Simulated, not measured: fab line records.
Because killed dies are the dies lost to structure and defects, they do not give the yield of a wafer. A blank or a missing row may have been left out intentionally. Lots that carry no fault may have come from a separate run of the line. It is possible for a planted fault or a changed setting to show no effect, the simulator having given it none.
Which of the tools did it? :: flow berkeleyCmos170 :: 42 wafers from 14 lots sampled at 5 of the route's 331 steps

## WHAT THE GAUGES SHOWED, per wafer
UCB170_PLDD_TW_MEAS_11.
lot: L882
measured: day 7 05:53
on: filmMetro-03
PLDD_TW: 1016 1013 1016

lot: L884
measured: day 7 17:34
on: filmMetro-04
PLDD_TW: 1015 1014 1021

lot: L885
measured: day 8 06:45
on: filmMetro-04
PLDD_TW: 1021 1020 1024

lot: L886
measured: day 8 07:24
on: filmMetro-04
PLDD_TW: 1019 1017 1015

lot: L888
measured: day 8 21:03
on: filmMetro-04
PLDD_TW: 1022 1023 1022

lot: L891
measured: day 9 05:07
on: filmMetro-04
PLDD_TW: 1026 1020 1018

lot: L890
measured: day 9 05:14
on: filmMetro-03
PLDD_TW: 1007 1005 1001

lot: L892
measured: day 10 02:10
on: filmMetro-01
PLDD_TW: 1018 1013 1013

lot: L893
measured: day 10 02:26
on: filmMetro-01
PLDD_TW: 1010 1010 1001

lot: L897
measured: day 10 08:24
on: filmMetro-01
PLDD_TW: 1011 1007 1006

lot: L894
measured: day 10 08:40
on: filmMetro-04
PLDD_TW: 1014 1016 1017

lot: L896
measured: day 10 08:58
on: filmMetro-01
PLDD_TW: 1007 1011 1006

lot: L905
measured: day 12 00:53
on: filmMetro-03
PLDD_TW: 1012 1010 1017

lot: L904
measured: day 12 01:11
on: filmMetro-03
PLDD_TW: 1017 1016 1006

UCB170_SPACER_THK_MEAS_01.
lot: L882
measured: day 7 09:25
on: filmMetro-02
SPACER_TEOS_THK (nm): 376 384 381

lot: L884
measured: day 7 21:31
on: filmMetro-02
SPACER_TEOS_THK (nm): 376 382 384

lot: L885
measured: day 8 08:41
on: filmMetro-02
SPACER_TEOS_THK (nm): 374 371 376

lot: L886
measured: day 8 09:23
on: filmMetro-03
SPACER_TEOS_THK (nm): 374 381 382

lot: L888
measured: day 8 23:01
on: filmMetro-02
SPACER_TEOS_THK (nm): 381 384 381

lot: L891
measured: day 9 07:08
on: filmMetro-04
SPACER_TEOS_THK (nm): 377 377 379

lot: L890
measured: day 9 07:22
on: filmMetro-03
SPACER_TEOS_THK (nm): 373 378 378

lot: L892
measured: day 10 04:41
on: filmMetro-03
SPACER_TEOS_THK (nm): 373 370 370

lot: L893
measured: day 10 05:16
on: filmMetro-04
SPACER_TEOS_THK (nm): 377 383 380

lot: L897
measured: day 10 12:02
on: filmMetro-04
SPACER_TEOS_THK (nm): 372 374 381

lot: L894
measured: day 10 12:47
on: filmMetro-04
SPACER_TEOS_THK (nm): 370 377 381

lot: L896
measured: day 10 13:01
on: filmMetro-03
SPACER_TEOS_THK (nm): 368 380 377

lot: L905
measured: day 12 03:18
on: filmMetro-04
SPACER_TEOS_THK (nm): 369 376 374

lot: L904
measured: day 12 03:44
on: filmMetro-02
SPACER_TEOS_THK (nm): 368 374 377

UCB170_PSD_CD_MEAS_06: target cd 1200 nm.
lot: L882
measured: day 7 15:02
on: cdSem-02
cdNm (nm): 1202.7 1200.9 1200.2

lot: L884
measured: day 8 05:10
on: cdSem-02
cdNm (nm): 1199.3 1199.9 1199.6

lot: L885
measured: day 8 16:01
on: cdSem-02
cdNm (nm): 1201.3 1199.1 1201.4

lot: L886
measured: day 8 16:15
on: cdSem-02
cdNm (nm): 1201.4 1200.1 1198.7

lot: L888
measured: day 9 06:05
on: cdSem-01
cdNm (nm): 1202.3 1201.0 1200.7

lot: L891
measured: day 9 15:02
on: cdSem-01
cdNm (nm): 1199.7 1200.6 1200.5

lot: L890
measured: day 9 15:23
on: cdSem-01
cdNm (nm): 1200.1 1200.0 1201.0

lot: L892
measured: day 10 12:44
on: cdSem-01
cdNm (nm): 1199.1 1200.4 1199.7

lot: L893
measured: day 10 12:36
on: cdSem-02
cdNm (nm): 1199.2 1199.6 1200.0

lot: L897
measured: day 10 16:15
on: cdSem-01
cdNm (nm): 1200.3 1201.9 1200.7

lot: L894
measured: day 10 16:29
on: cdSem-01
cdNm (nm): 1093.0 1090.3 1090.6

lot: L896
measured: day 10 16:46
on: cdSem-01
cdNm (nm): 1095.8 1096.9 1097.3

lot: L905
measured: day 12 11:11
on: cdSem-02
cdNm (nm): 1199.1 1198.0 1199.1

lot: L904
measured: day 12 11:32
on: cdSem-01
cdNm (nm): 1198.6 1200.1 1199.5

UCB170_PSD_TW_MEAS_10.
lot: L882
measured: day 7 15:26
on: filmMetro-04
PSD_TW: 2347 2346 2346

lot: L884
measured: day 8 05:33
on: filmMetro-01
PSD_TW: 2313 2321 2324

lot: L885
measured: day 8 16:25
on: filmMetro-03
PSD_TW: 2306 2321 2320

lot: L886
measured: day 8 16:38
on: filmMetro-04
PSD_TW: 2358 2359 2355

lot: L888
measured: day 9 06:29
on: filmMetro-04
PSD_TW: 2347 2363 2355

lot: L891
measured: day 9 15:26
on: filmMetro-01
PSD_TW: 2338 2332 2334

lot: L890
measured: day 9 15:47
on: filmMetro-04
PSD_TW: 2354 2363 2337

lot: L892
measured: day 10 13:08
on: filmMetro-03
PSD_TW: 2331 2341 2330

lot: L893
measured: day 10 13:01
on: filmMetro-01
PSD_TW: 2328 2335 2344

lot: L897
measured: day 10 16:38
on: filmMetro-01
PSD_TW: 2321 2325 2318

lot: L894
measured: day 10 16:52
on: filmMetro-01
PSD_TW: 2321 2319 2328

lot: L896
measured: day 10 17:09
on: filmMetro-01
PSD_TW: 2325 2331 2329

lot: L905
measured: day 12 11:35
on: filmMetro-04
PSD_TW: 2337 2343 2339

lot: L904
measured: day 12 11:56
on: filmMetro-04
PSD_TW: 2326 2344 2346

## WHAT TOOL EACH LOT RAN ON (gives the tool, then ch and the chambers of the sampled wafers, and finally the start)
lot: L882
UCB170_PSD_PEB_04: lithoTrack-03 ch 0, day 7 14:40

lot: L884
UCB170_PSD_PEB_04: lithoTrack-03 ch 0, day 8 04:54

lot: L885
UCB170_PSD_PEB_04: lithoTrack-04 ch 0, day 8 15:44

lot: L886
UCB170_PSD_PEB_04: lithoTrack-03 ch 0, day 8 15:59

lot: L888
UCB170_PSD_PEB_04: lithoTrack-01 ch 0, day 9 05:49

lot: L891
UCB170_PSD_PEB_04: lithoTrack-04 ch 0, day 9 14:40

lot: L890
UCB170_PSD_PEB_04: lithoTrack-01 ch 0, day 9 14:56

lot: L892
UCB170_PSD_PEB_04: lithoTrack-04 ch 0, day 10 12:28

lot: L893
UCB170_PSD_PEB_04: lithoTrack-03 ch 0, day 10 12:20

lot: L897
UCB170_PSD_PEB_04: lithoTrack-03 ch 0, day 10 15:59

lot: L894
UCB170_PSD_PEB_04: lithoTrack-04 ch 0, day 10 16:13

lot: L896
UCB170_PSD_PEB_04: lithoTrack-04 ch 0, day 10 16:30

lot: L905
UCB170_PSD_PEB_04: lithoTrack-03 ch 0, day 12 10:54

lot: L904
UCB170_PSD_PEB_04: lithoTrack-03 ch 0, day 12 11:15
- UCB170_PSD_PEB_04

## AS READ BY THE TOOLS THEMSELVES (means over the sampled wafers that have a number; for cases with no such wafer, the mark the record gives instead)
UCB170_PSD_PEB_04.
lot: L882
tool: lithoTrack-03
heaterPowerTotalW (W): 56.84
plateTempC (C): 130.08

lot: L884
tool: lithoTrack-03
heaterPowerTotalW (W): 56.83
plateTempC (C): 130.02

lot: L885
tool: lithoTrack-04
heaterPowerTotalW (W): 56.82
plateTempC (C): 130.07

lot: L886
tool: lithoTrack-03
heaterPowerTotalW (W): 56.79
plateTempC (C): 129.90

lot: L888
tool: lithoTrack-01
heaterPowerTotalW (W): 56.79
plateTempC (C): 130.09

lot: L891
tool: lithoTrack-04
heaterPowerTotalW (W): 56.77
plateTempC (C): 129.84

lot: L890
tool: lithoTrack-01
heaterPowerTotalW (W): 56.85
plateTempC (C): 130.00

lot: L892
tool: lithoTrack-04
heaterPowerTotalW (W): 56.80
plateTempC (C): 129.99

lot: L893
tool: lithoTrack-03
heaterPowerTotalW (W): 56.79
plateTempC (C): 129.98

lot: L897
tool: lithoTrack-03
heaterPowerTotalW (W): 56.79
plateTempC (C): 129.95

lot: L894
tool: lithoTrack-04
heaterPowerTotalW (W): 50.93
plateTempC (C): 119.67

lot: L896
tool: lithoTrack-04
heaterPowerTotalW (W): 50.93
plateTempC (C): 119.66

lot: L905
tool: lithoTrack-03
heaterPowerTotalW (W): 56.77
plateTempC (C): 129.95

lot: L904
tool: lithoTrack-03
heaterPowerTotalW (W): 56.83
plateTempC (C): 129.90

## THE ANSWER, worked out from the rows above alone
Rule: usual is defined by the lots themselves. The widest of any qualifying gaps counts: lots, ordered by their means at a reading, are off when they make up no more than a third of the lots, leave a main group of 4 or more, and stand apart from it by 3 or more times the standard deviation of that group's means. A main group whose means are all the same, to the digits that the tables above print for the reading, isn't used. A lot without any number at a reading at which 4 lots or more have one is off too. Where the step has rows for the other lots, those lots are counted as sound. Order of review: gauges by route order, followed by the tools' own readings, for which a lot's mean as printed above is used. The first step at which some lot is off is used, and at that step the reading that is off furthest; a lot without a number counts as furthest.
Off: L894, L896, at UCB170_PSD_CD_MEAS_06 (cdNm). The main group has a mean of 1200.2 nm with a standard deviation of 0.76.
A tool fits if, at a process step before that reading, it ran every lot that is off, and no sound lot after the first of them. Not tried: the gauges at UCB170_PSD_CD_MEAS_06; whatever is off there is also off at UCB170_PSD_PEB_04, on other tools, and gauge error can't account for it. One fits: lithoTrack-04 at UCB170_PSD_PEB_04. Its last sound lot is L892 (day 10 12:28), its first lot that is off L894 (day 10 16:13): a fault that began between those two fits.
The tool's own readings at UCB170_PSD_PEB_04 bear it out: on the lots that are off they differ by more than 5 times the standard deviation of the sound lots' means. heaterPowerTotalW reads 50.93 W there against 56.81 W on the sound lots; plateTempC reads 119.66 C there against 129.98 C on the sound lots.

## WHAT THE SIMULATOR HAD INSERTED
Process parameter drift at UCB170_PSD_PEB_04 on lithoTrack-04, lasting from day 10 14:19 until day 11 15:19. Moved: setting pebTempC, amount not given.
Lots struck among those shown: L894, L896. The rule given above showed the same thing.
